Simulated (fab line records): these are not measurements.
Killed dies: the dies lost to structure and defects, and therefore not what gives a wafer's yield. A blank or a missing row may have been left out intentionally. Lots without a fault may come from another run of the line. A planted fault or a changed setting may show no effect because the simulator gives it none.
Which of the tools did it? :: flow rit-cmos :: 7 lots with 21 wafers sampled at 2 steps, on a route of 202 steps

WHAT THE GAUGES READ, wafer by wafer
RIT_NRETRO_OVL_MEAS_06.
lot: L476
measured: day 2 13:31
on: overlay-02
NRETRO_OVL (nm): 0.5 0.1 -1.5

lot: L479
measured: day 3 09:46
on: overlay-02
NRETRO_OVL (nm): -0.4 -1.5 -1.0

lot: L482
measured: day 3 17:51
on: overlay-01
NRETRO_OVL (nm): -0.6 -1.7 -1.4

lot: L484
measured: day 4 04:32
on: overlay-01
NRETRO_OVL (nm): 0.1 -0.1 0.0

lot: L486
measured: day 4 12:23
on: overlay-01
NRETRO_OVL (nm): 1.6 1.7 -0.2

lot: L493
measured: day 6 00:36
on: overlay-01
NRETRO_OVL (nm): -5.6 -5.5 -4.7

lot: L498
measured: day 6 23:59
on: overlay-01
NRETRO_OVL (nm): 0.9 1.4 -0.3

TOOL THAT RAN EACH LOT (tool first, then ch and the chambers of the sampled wafers, then the start)
lot: L476
RIT_NRETRO_EXPOSE_03: iline-stepper-01 ch 0, day 2 13:06

lot: L479
RIT_NRETRO_EXPOSE_03: iline-stepper-02 ch 0, day 3 09:20

lot: L482
RIT_NRETRO_EXPOSE_03: iline-stepper-01 ch 0, day 3 17:25

lot: L484
RIT_NRETRO_EXPOSE_03: iline-stepper-02 ch 0, day 4 04:06

lot: L486
RIT_NRETRO_EXPOSE_03: iline-stepper-01 ch 0, day 4 11:58

lot: L493
RIT_NRETRO_EXPOSE_03: iline-stepper-02 ch 0, day 6 00:10

lot: L498
RIT_NRETRO_EXPOSE_03: iline-stepper-01 ch 0, day 6 23:33
- RIT_NRETRO_EXPOSE_03: exposes mask M4, target cd 43900 nm.

THE ANSWER, worked out from the rows above alone
Rule: usual is defined by the lots themselves. Put in order of their means at a reading, lots are off if they are a third of the lots or fewer, leave a main group of 4 or more, and stand apart from it by a gap of 3 or more times the standard deviation of the main group's means; of several such gaps the widest counts. Not used: any main group whose means are identical at the precision the tables above print for the reading. Also off: a lot with no number at a reading for which 4 or more lots have one. Where the step has rows for the other lots, those lots are counted as sound.
Off: L493, at RIT_NRETRO_OVL_MEAS_06 (NRETRO_OVL). The main group has a mean of -0.1 nm with a standard deviation of 0.81.
A tool fits if, at a process step before that reading, it ran every lot that is off, and no sound lot after the first of them. Gauges at RIT_NRETRO_OVL_MEAS_06: tried the same way as those tools. One fits: iline-stepper-02 at RIT_NRETRO_EXPOSE_03. A fault onset in the window from L484 (day 4 04:06, its last sound lot) to L493 (day 6 00:10, its first lot off) fits.

WHAT THE SIMULATOR HAD PUT IN
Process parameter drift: iline-stepper-02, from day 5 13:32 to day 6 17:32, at RIT_NRETRO_EXPOSE_03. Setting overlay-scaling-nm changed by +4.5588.
Shown lots that were struck: L493. The rule above found the same.
